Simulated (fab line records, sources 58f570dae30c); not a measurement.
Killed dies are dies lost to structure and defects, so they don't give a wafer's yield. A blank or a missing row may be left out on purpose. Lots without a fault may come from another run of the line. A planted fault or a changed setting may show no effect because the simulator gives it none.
Tool commonality check | flow berkeley_cmos170 | 14 lots, 42 wafers sampled

WHY IT WAS OPENED
At UCB170_NLDD_TW_MEAS_11 the reading NLDD_TW is flagged on 2 of 14 lots. Wafers without a fault read 2220, standard deviation 20.
Rule: a lot is flagged when every wafer of it that has a number lies more than 4 standard deviations from that mean, or none has a number. The other lots count as sound.

lot  | measured     | on            | NLDD_TW, wafer by wafer | flag
L392 | day 6 19:55  | film_metro-01 | 2198 2203 2198          |
L390 | day 6 20:51  | film_metro-02 | 2235 2233 2237          |
L393 | day 7 00:20  | film_metro-03 | 2209 2201 2200          |
L395 | day 7 11:16  | film_metro-01 | 2209 2202 2206          |
L394 | day 7 11:32  | film_metro-01 | 2204 2207 2208          |
L396 | day 7 12:24  | film_metro-03 | 2184 2184 2186          |
L397 | day 7 12:59  | film_metro-02 | 2493 2491 2491          | FLAGGED
L401 | day 8 13:23  | film_metro-02 | 2239 2237 2237          |
L402 | day 8 14:19  | film_metro-02 | 2468 2488 2474          | FLAGGED
L407 | day 9 15:04  | film_metro-01 | 2219 2204 2232          |
L410 | day 9 22:16  | film_metro-02 | 2245 2238 2248          |
L411 | day 10 14:10 | film_metro-02 | 2243 2234 2219          |
L412 | day 10 19:56 | film_metro-01 | 2216 2213 2204          |
L413 | day 10 20:26 | film_metro-03 | 2206 2198 2207          |
The numbers of the flagged lots are 2484 on average: +264 against the usual, or +13 standard deviations.

WHICH TOOL RAN EACH LOT
The record holds 1 process step before the reading, out of a route of 331 steps. In each cell: the tool, then ch and the chambers that the sampled wafers went through, then the start.
lot  | flag    | UCB170_NLDD_IMPLANT_09
L392 |         | implanter-01 ch 0, day 6 19:40
L390 |         | implanter-03 ch 0, day 6 20:36
L393 |         | implanter-01 ch 0, day 7 00:05
L395 |         | implanter-04 ch 0, day 7 11:01
L394 |         | implanter-01 ch 0, day 7 11:17
L396 |         | implanter-04 ch 0, day 7 12:11
L397 | FLAGGED | implanter-01 ch 0, day 7 12:26
L401 |         | implanter-01 ch 0, day 8 13:08
L402 | FLAGGED | implanter-01 ch 0, day 8 13:44
L407 |         | implanter-04 ch 0, day 9 14:49
L410 |         | implanter-04 ch 0, day 9 22:02
L411 |         | implanter-03 ch 0, day 10 13:55
L412 |         | implanter-03 ch 0, day 10 19:41
L413 |         | implanter-01 ch 0, day 10 20:13
What these steps do:
- UCB170_NLDD_IMPLANT_09
- UCB170_NLDD_TW_MEAS_11

FLAGGED OVER TOTAL, TOOL BY TOOL (the gauges that took the reading come last)
step                   | tool          | lots run | flagged | share of the flagged lots | sound lots run after its first flagged lot
UCB170_NLDD_IMPLANT_09 | implanter-01  | 7        | 2       | all                       | 2 (L401,L413)
UCB170_NLDD_IMPLANT_09 | implanter-03  | 3        | 0       | none                      | -
UCB170_NLDD_IMPLANT_09 | implanter-04  | 4        | 0       | none                      | -
UCB170_NLDD_TW_MEAS_11 | film_metro-01 | 5        | 0       | none                      | -
UCB170_NLDD_TW_MEAS_11 | film_metro-02 | 6        | 2       | all                       | 3 (L401,L410,L411)
UCB170_NLDD_TW_MEAS_11 | film_metro-03 | 3        | 0       | none                      | -

WHAT THE TABLE ALLOWS
2 rows of the table ran every flagged lot: implanter-01 at UCB170_NLDD_IMPLANT_09, film_metro-02 at UCB170_NLDD_TW_MEAS_11.
- implanter-01 at UCB170_NLDD_IMPLANT_09: 2 of its 7 lots flagged. Sound lots ran on it after the first flagged one (L401, L413), which a lasting fault on the whole tool wouldn't allow.
- film_metro-02 at UCB170_NLDD_TW_MEAS_11: 2 of its 6 lots flagged. Sound lots ran on it after the first flagged one (L401, L410, L411), which a lasting fault on the whole tool wouldn't allow.
No row of the table ran every flagged lot and no sound lot after the first.

WHAT THE SIMULATOR HAD PUT IN
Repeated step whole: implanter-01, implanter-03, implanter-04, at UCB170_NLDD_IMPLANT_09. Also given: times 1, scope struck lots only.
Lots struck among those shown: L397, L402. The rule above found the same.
